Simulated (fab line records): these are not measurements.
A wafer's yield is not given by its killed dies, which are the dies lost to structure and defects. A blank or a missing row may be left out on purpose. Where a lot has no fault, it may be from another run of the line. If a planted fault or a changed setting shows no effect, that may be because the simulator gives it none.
Matching of chambers / flow berkeley cmos170 / 3 sister chambers for UCB170_SPACER_CVD_00 on pecvd-03
The step deposits SiO2 from TEOS/O2, target thk 376 nm, time 47 s. 14 wafers are shown with their chamber, then 7 later ones without.

## WAFERS WITH THEIR CHAMBER
wafer=L320.3; chamber=1; heater power w (W)=176
wafer=L320.4; chamber=2; heater power w (W)=225
wafer=L320.6; chamber=0; heater power w (W)=236
wafer=L323.1; chamber=1; heater power w (W)=196
wafer=L323.2; chamber=2; heater power w (W)=170
wafer=L323.6; chamber=0; heater power w (W)=295
wafer=L321.1; chamber=1; heater power w (W)=213
wafer=L321.3; chamber=2; heater power w (W)=232
wafer=L321.4; chamber=1; heater power w (W)=227
wafer=L326.2; chamber=1; heater power w (W)=230
wafer=L326.3; chamber=0; heater power w (W)=222
wafer=L326.5; chamber=0; heater power w (W)=231
wafer=L329.1; chamber=2; heater power w (W)=202
wafer=L329.4; chamber=2; heater power w (W)=205

SIGNATURES, as means of the wafers listed above
reading=heater power w; chamber 0=246.00; chamber 1=208.40; chamber 2=206.80; scatter within a chamber=26.4
Rule: for each reading, subtract the chamber's mean from the wafer's reading, divide by that reading's scatter and square the result; add these up over the readings and take the root, which gives the wafer's distance from the chamber. If the next closest chamber is less than 2 further off than the closest, the wafer can't be placed; otherwise it belongs to the closest. How the scatter is found: for the shown wafers, subtract from each reading the mean of its chamber, square and add these, divide the total by (wafers less chambers), then take the root.

## WAFERS WITH NO CHAMBER GIVEN
wafer=L329.6; heater power w (W)=156
wafer=L333.1; heater power w (W)=244
wafer=L333.5; heater power w (W)=196
wafer=L333.6; heater power w (W)=256
wafer=L334.1; heater power w (W)=300
wafer=L334.4; heater power w (W)=220
wafer=L334.6; heater power w (W)=232

## WHICH CHAMBER EACH WENT THROUGH
wafer=L329.6; from the rows above=can't be placed: 2 or 1 or 0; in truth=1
wafer=L333.1; from the rows above=can't be placed: 0 or 1 or 2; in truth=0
wafer=L333.5; from the rows above=can't be placed: 2 or 1 or 0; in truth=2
wafer=L333.6; from the rows above=can't be placed: 0 or 1 or 2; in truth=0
wafer=L334.1; from the rows above=can't be placed: 0 or 1 or 2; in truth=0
wafer=L334.4; from the rows above=can't be placed: 1 or 2 or 0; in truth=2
wafer=L334.6; from the rows above=can't be placed: 0 or 1 or 2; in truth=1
Placed correctly: 0 of 7. Not placeable from these rows: 7 (in 7, the candidates include the true chamber). 0 placed wrongly.
